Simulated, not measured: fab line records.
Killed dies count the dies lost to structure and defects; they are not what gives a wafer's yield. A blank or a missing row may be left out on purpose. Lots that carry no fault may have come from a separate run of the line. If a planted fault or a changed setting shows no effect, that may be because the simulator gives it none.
Comparing a struck lot with a sound one :: flow berkeleyCmos170 :: 44 out of 331 route steps
Sound: these wafers, L523.3, L523.4, L523.5. The struck wafers were L530.3, L530.4, L530.5. The cause is named last.
At each step with rows: each side's tool, then ch and its chambers, then its first start. Under that, the readings that differ: sound wafers :: struck wafers :: difference of the means :: sigmas: that difference in standard deviations of wafers without a fault.
alike: words and numbers the same on both sides, and readings whose means are apart by under 2 such deviations; not compared: readings that were withheld, readings missing a value for some wafer, numbers with overlapping values and no deviation given by the record, and bounds like >300 which may hide the same value.
The two part at a step that has a row with sigmas, a row that says differs or no value, or rows on one side only. Non-overlapping numbers with no deviation appear without sigmas and do not part them. Lack of a reading on every wafer of one side parts them only where that side has two or more wafers.

UCB170_GATE_STRIP_16: strips in O2.
  sound on plasmaAsher-02 ch 0,1, day 7 17:17; struck on plasmaAsher-04 ch 0,1, day 9 11:07
  alike: drypumpMotorCurrentA, o2FlowSccm, oesProductAu
  not compared: rfHoursCounterH
UCB170_GATE_CD_MEAS_90: the cd target is 350 nm.
  sound on cdSem-02, day 7 17:24; struck on cdSem-02, day 9 11:16
  alike: cdNm
then, 7 steps without rows for these wafers: UCB170_GATE_CLEAN_17 (cleans in SPM, time 600 s); UCB170_PLDD_HMDS_00 (prime time 60 s); UCB170_PLDD_COAT_01 (resist thk 900 nm); UCB170_PLDD_SOFTBAKE_02 (time 60 s); UCB170_PLDD_EXPOSE_03 (exposes mask PSELECT, target cd 1200 nm); UCB170_PLDD_PEB_04; UCB170_PLDD_DEVELOP_05 (develop time 45 s).
UCB170_PLDD_CD_MEAS_06: the cd target is 1200 nm.
  sound on cdSem-01, day 7 21:50; struck on cdSem-01, day 9 12:38
  alike: cdNm
UCB170_PLDD_OVL_MEAS_07:
  sound on overlay-01, day 7 21:56; struck on overlay-01, day 9 12:44
  alike: PLDD_OVL
after that, 1 step had no rows for these wafers: UCB170_PLDD_IMPLANT_08.
UCB170_PLDD_IMPLANT_09:
  sound on implanter-03 ch 0, day 7 22:10; struck on implanter-03 ch 0, day 9 12:57
reading: doseIonsCm2
sound: 5.014e+13 5.007e+13 5.009e+13
struck: 3.575e+13 3.574e+13 3.574e+13
difference: -1.436e+13
sigmas: -99 or more

reading: faradayCurrentUA
sound: 160 157 156
struck: 119 111 116
difference: -42
sigmas: -6
UCB170_PLDD_STRIP_10: strips in O2.
  sound on plasmaAsher-01 ch 0,1, day 7 22:17; struck on plasmaAsher-03 ch 0,1, day 9 13:05
  alike: drypumpMotorCurrentA, o2FlowSccm, oesProductAu, stripTimeToEndpointS
  not compared: rfHoursCounterH
UCB170_PLDD_TW_MEAS_11:
  sound on filmMetro-01, day 7 22:23; struck on filmMetro-04, day 9 13:10
reading: PLDD_TW
sound: 1007 1009 1004
struck: 969 971 974
difference: -35
sigmas: -3
  not compared: hold
then, 7 steps without rows for these wafers: UCB170_PLDD_CLEAN_12 (cleans in SPM, time 600 s); UCB170_NLDD_HMDS_00 (prime time 60 s); UCB170_NLDD_COAT_01 (resist thk 900 nm); UCB170_NLDD_SOFTBAKE_02 (time 60 s); UCB170_NLDD_EXPOSE_03 (exposes mask NSELECT, target cd 1200 nm); UCB170_NLDD_PEB_04; UCB170_NLDD_DEVELOP_05 (develop time 45 s).
UCB170_NLDD_CD_MEAS_06: the cd target is 1200 nm.
  sound on cdSem-02, day 7 23:36; struck on cdSem-02, day 9 14:50
reading: cdNm (nm)
sound: 1199.0 1197.7 1198.5
struck: 1203.3 1203.9 1202.3
difference: +4.8
sigmas: +3
UCB170_NLDD_OVL_MEAS_07:
  sound on overlay-01, day 7 23:41; struck on overlay-01, day 9 14:55
  alike: NLDD_OVL
then, 2 steps without rows for these wafers: UCB170_NLDD_IMPLANT_08; UCB170_NLDD_IMPLANT_09.
UCB170_NLDD_STRIP_10: strips in O2.
  sound on plasmaAsher-03 ch 0,1, day 8 00:21; struck on plasmaAsher-03 ch 0,1, day 9 15:17
  alike: drypumpMotorCurrentA, o2FlowSccm, oesProductAu, stripTimeToEndpointS
  not compared: rfHoursCounterH
UCB170_NLDD_TW_MEAS_11:
  sound on filmMetro-04, day 8 00:26; struck on filmMetro-03, day 9 15:22
  alike: NLDD_TW
then, 1 step without rows for these wafers: UCB170_NLDD_CLEAN_12 (cleans in SPM, time 600 s).
UCB170_SPACER_CVD_00: deposits SiO2 from TEOS/O2, target thk 376 nm, time 47 s.
  sound on pecvd-04 ch 0,1,2, day 8 00:46; struck on pecvd-01 ch 0,1,2, day 9 15:59
  alike: heaterPowerW
UCB170_SPACER_THK_MEAS_01:
  sound on filmMetro-04, day 8 00:50; struck on filmMetro-02, day 9 16:03
  alike: SPACER_TEOS_THK
then, 1 step without rows for these wafers: UCB170_SPACER_ANNEAL_02 (time 1800 s).
UCB170_SPACER_ETCHBACK_03: etches SiO2 in CHF3/CF4/Ar, stops on Si, target depth 376 nm, time 100 s.
  sound on rieDiel-01 ch 2,3, day 8 07:16; struck on rieDiel-01 ch 0,3, day 9 18:05
  alike: drypumpMotorCurrentA, oesProductAu, throttleValvePct
  not compared: rfHoursCounterH
then, 6 steps without rows for these wafers: UCB170_PSD_HMDS_00 (prime time 60 s); UCB170_PSD_COAT_01 (resist thk 900 nm); UCB170_PSD_SOFTBAKE_02 (time 60 s); UCB170_PSD_EXPOSE_03 (exposes mask PSELECT MOD, target cd 1200 nm); UCB170_PSD_PEB_04; UCB170_PSD_DEVELOP_05 (develop time 45 s).
UCB170_PSD_CD_MEAS_06: the cd target is 1200 nm.
  sound on cdSem-01, day 8 08:35; struck on cdSem-01, day 9 19:09
reading: cdNm (nm)
sound: 1198.4 1198.1 1199.1
struck: 1203.1 1202.5 1201.6
difference: +3.9
sigmas: +2
UCB170_PSD_OVL_MEAS_07:
  sound on overlay-01, day 8 08:41; struck on overlay-02, day 9 19:14
  alike: PSD_OVL
after that, 1 step had no rows for these wafers: UCB170_PSD_IMPLANT_08.
UCB170_SDANNEAL_RS_MEAS_04: a four-point-probe measurement.
  sound on filmMetro-03, day 8 12:17; struck on filmMetro-03, day 9 23:11
reading: PLDD_RS (ohm/sq)
sound: 1029.7 1027.5 1028.7
struck: 1165.4 1165.9 1168.0
difference: +137.8
sigmas: +53
  not compared: hold
UCB170_M3_PROBE_99:
  rows exist in the record for the sound wafers here (prober-02, day 9 09:45), none for the struck ones

WHERE THEY PART
Earliest at UCB170_PLDD_IMPLANT_09; latest, in this record, at UCB170_M3_PROBE_99.

WHY: what the simulator had put in
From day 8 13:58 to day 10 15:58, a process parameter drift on implanter-03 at UCB170_PLDD_IMPLANT_09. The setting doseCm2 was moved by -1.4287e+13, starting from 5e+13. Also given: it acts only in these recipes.
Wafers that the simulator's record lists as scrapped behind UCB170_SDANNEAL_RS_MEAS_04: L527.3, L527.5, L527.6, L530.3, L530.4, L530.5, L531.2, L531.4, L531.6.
